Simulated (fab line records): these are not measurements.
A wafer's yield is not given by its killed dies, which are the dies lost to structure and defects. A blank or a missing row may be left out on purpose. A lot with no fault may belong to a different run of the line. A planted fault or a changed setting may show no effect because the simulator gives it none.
Struck lot and sound lot, side by side | flow rit_cmos | 17 out of 202 route steps
Sound: the wafers L124.1, L124.4, L124.6. Struck: wafers L133.2, L133.4, L133.5. The cause is named last.
Per side, at each step with rows, come the tool, then ch with its chambers, and then its first start. Under that, the readings that differ: sound wafers | struck wafers | difference of the means | sigmas: that difference in standard deviations of wafers without a fault.
alike: readings whose means differ by less than 2 such deviations, and words and numbers that are the same on both sides. not compared: withheld readings, readings that some wafer has no value for, bounds like >300 that may hide the same value, and numbers for which the record gives no deviation and whose values overlap.
Wherever a step has rows on one side only, a row that says differs or no value, or a row with sigmas, the two part there. When numbers do not overlap yet have no deviation, they are printed without sigmas and do not part them. A reading missing from all wafers of one side parts the sides only when that side holds two or more wafers.

first, 1 step without rows for these wafers: RIT_PLDD_IMPLANT_08.
RIT_PLDD_STRIP_09: strips in O2, time 180 s.
  sound on plasma_asher-04 ch 0,1, day 4 15:34; struck on plasma_asher-04 ch 0,1, day 6 03:28
  alike: chamber_pressure_mTorr, drypump_motor_current_A, rf_refl_power_W
  not compared: rf_hours_counter_h
RIT_PLDD_TW_MEAS_10:
  sound on film_metro-04 at day 4 15:44; struck on film_metro-03 at day 6 03:39
  reading | sound          | struck         | difference | sigmas
  PLDD_TW | 2327 2320 2312 | 2344 2340 2350 | +25        | +2
then, 4 steps without rows for these wafers: RIT_SPACER_CLEAN_00 (cleans in SC1, time 600 s); RIT_SPACER_CLEAN_01 (cleans in dHF, time 30 s); RIT_SPACER_CLEAN_02 (cleans in SC2, time 600 s); RIT_SPACER_CVD_03 (deposits Si3N4 from SiH2Cl2/NH3, target thk 250 nm, time 3300 s).
RIT_SPACER_THK_MEAS_04:
  sound on film_metro-02 at day 4 19:20; struck on film_metro-01 at day 6 06:01
  alike: SPACER_NITRIDE_THK
RIT_SPACER_ETCHBACK_05: etches Si3N4 in SF6/CHF3, stops on SiO2, target depth 250 nm, time 240 s.
  sound on rie_diel-02 ch 0,1,2, day 4 19:23; struck on rie_diel-03 ch 2,3, day 6 06:04
  alike: chamber_pressure_mTorr, drypump_motor_current_A, oes_product_au, throttle_valve_pct
  not compared: rf_hours_counter_h
then, 3 steps without rows for these wafers: RIT_NSD_HMDS_00 (prime time 60 s); RIT_NSD_COAT_01 (resist thk 1000 nm); RIT_NSD_SOFTBAKE_02 (time 60 s).
RIT_NSD_EXPOSE_03: exposes mask M9, target cd 40700 nm.
  sound on iline_stepper-02 ch 0, day 4 20:02; struck on iline_stepper-02 ch 0, day 6 06:49
  reading                     | sound                | struck            | difference | sigmas
  model.NSD.overlay_x_nm (nm) | -1.166 -1.166 -1.166 | 358.9 358.9 358.9 | +360.1     |
  alike: mask, focus_offset_nm, reticle_temp_C
then, 2 steps without rows for these wafers: RIT_NSD_PEB_04; RIT_NSD_DEVELOP_05 (develop time 50 s).
RIT_NSD_OVL_MEAS_06:
  sound on overlay-02 at day 4 20:26; struck on overlay-02 at day 6 07:25
  reading      | sound         | struck            | difference | sigmas
  NSD_OVL (nm) | 0.3 -1.4 -0.2 | 357.0 358.3 357.3 | +358.0     | +99 or more
  not compared: hold
RIT_M1_PROBE_99:
  sound wafers here have rows in the record (prober-02, day 5 06:31); struck ones have none

## WHERE THEY PART
First at RIT_PLDD_TW_MEAS_10; last, within this record, at RIT_M1_PROBE_99.

WHY: whatever the simulator had introduced
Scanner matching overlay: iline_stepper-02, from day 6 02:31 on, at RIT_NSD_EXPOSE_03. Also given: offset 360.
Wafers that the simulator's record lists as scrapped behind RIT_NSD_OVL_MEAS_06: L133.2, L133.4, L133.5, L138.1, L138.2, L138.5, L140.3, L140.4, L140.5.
